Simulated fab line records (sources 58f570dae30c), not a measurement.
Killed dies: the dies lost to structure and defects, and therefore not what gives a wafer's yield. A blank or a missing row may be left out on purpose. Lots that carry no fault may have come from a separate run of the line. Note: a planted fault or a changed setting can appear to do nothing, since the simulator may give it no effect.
A struck lot beside a sound one || flow berkeley_cmos170 || 14 out of 331 route steps
Sound: wafers L839.1, L839.3, L839.6. Wafers struck: L838.1, L838.5, L838.6. The cause is named last.
At each step with rows: each side's tool, then ch and its chambers, then its first start. Under that, the readings that differ: sound wafers || struck wafers || difference of the means || sigmas: that difference in standard deviations of wafers without a fault.
alike: words and numbers the same on both sides, and readings whose means are apart by under 2 such deviations; not compared: readings that were withheld, readings missing a value for some wafer, numbers with overlapping values and no deviation given by the record, and bounds like >300 which may hide the same value.
A row with sigmas, a row that says differs or no value, or rows on one side alone: a step with any of these is where the two part. When numbers do not overlap yet have no deviation, they are printed without sigmas and do not part them. A reading that every wafer of one side lacks parts them only if that side has two wafers or more.

first, 3 steps without rows for these wafers: UCB170_ACTIVE_EXPOSE_10 (exposes mask ACTIVE, target cd 1200 nm); UCB170_ACTIVE_PEB_11; UCB170_ACTIVE_DEVELOP_12 (develop time 45 s).
UCB170_ACTIVE_CD_MEAS_13: target cd 1200 nm.
  sound on cd_sem-01 at day 9 01:02; struck on cd_sem-02 at day 8 11:44
{"reading": "cd_nm (nm)", "sound": "1202.1 1199.9 1200.0", "struck": "1198.2 1198.2 1198.1", "difference": -2.5, "sigmas": -2}
UCB170_ACTIVE_OVL_MEAS_14:
  sound on overlay-01 at day 9 01:09; struck on overlay-02 at day 8 11:52
  alike: ACTIVE_OVL
UCB170_ACTIVE_ETCH_15: etches Si3N4 in CH3F/Ar/O2, stops on SiO2, target depth 242 nm, time 151 s.
  sound on rie_diel-02 ch 2,3, day 9 01:11; struck on rie_diel-02 ch 1,2,3, day 8 11:54
  alike: O2_flow_sccm, drypump_motor_current_A, oes_product_au, rf_fwd_power_W, throttle_valve_pct
  not compared: rf_hours_counter_h
UCB170_ACTIVE_STRIP_16: strips in O2.
  sound on plasma_asher-01 ch 0, day 9 01:17; struck on plasma_asher-01 ch 0,1, day 8 12:00
  alike: drypump_motor_current_A, oes_product_au, strip_time_to_endpoint_s
  not compared: rf_hours_counter_h
UCB170_ACTIVE_CD_MEAS_90: target cd 1200 nm.
  sound on cd_sem-02 at day 9 01:23; struck on cd_sem-01 at day 8 12:06
{"reading": "cd_nm (nm)", "sound": "1201.7 1199.8 1200.0", "struck": "1197.9 1197.9 1198.0", "difference": -2.6, "sigmas": -2}
then, 4 steps without rows for these wafers: UCB170_ACTIVE_CLEAN_17 (cleans in SPM, time 600 s); UCB170_PFIELD_HMDS_00 (prime time 60 s); UCB170_PFIELD_COAT_01 (resist thk 900 nm); UCB170_PFIELD_SOFTBAKE_02 (time 60 s).
UCB170_PFIELD_EXPOSE_03: exposes mask PFIELD, target cd 1500 nm.
  sound on krf_scanner-02 ch 0, day 9 02:56; struck on krf_scanner-02, day 8 13:01
  no value came back on the struck wafers for exposure_dose_mJ_cm2, focus_offset_nm (nm); on the sound wafers exposure_dose_mJ_cm2 reads 30.01 29.99 30.02
  alike: mask
after that, 1 step had no rows for these wafers: UCB170_PFIELD_PEB_04.

== WHERE THEY PART ==
First at UCB170_ACTIVE_CD_MEAS_13; last, within this record, at UCB170_PFIELD_EXPOSE_03.

WHY: whatever the simulator had introduced
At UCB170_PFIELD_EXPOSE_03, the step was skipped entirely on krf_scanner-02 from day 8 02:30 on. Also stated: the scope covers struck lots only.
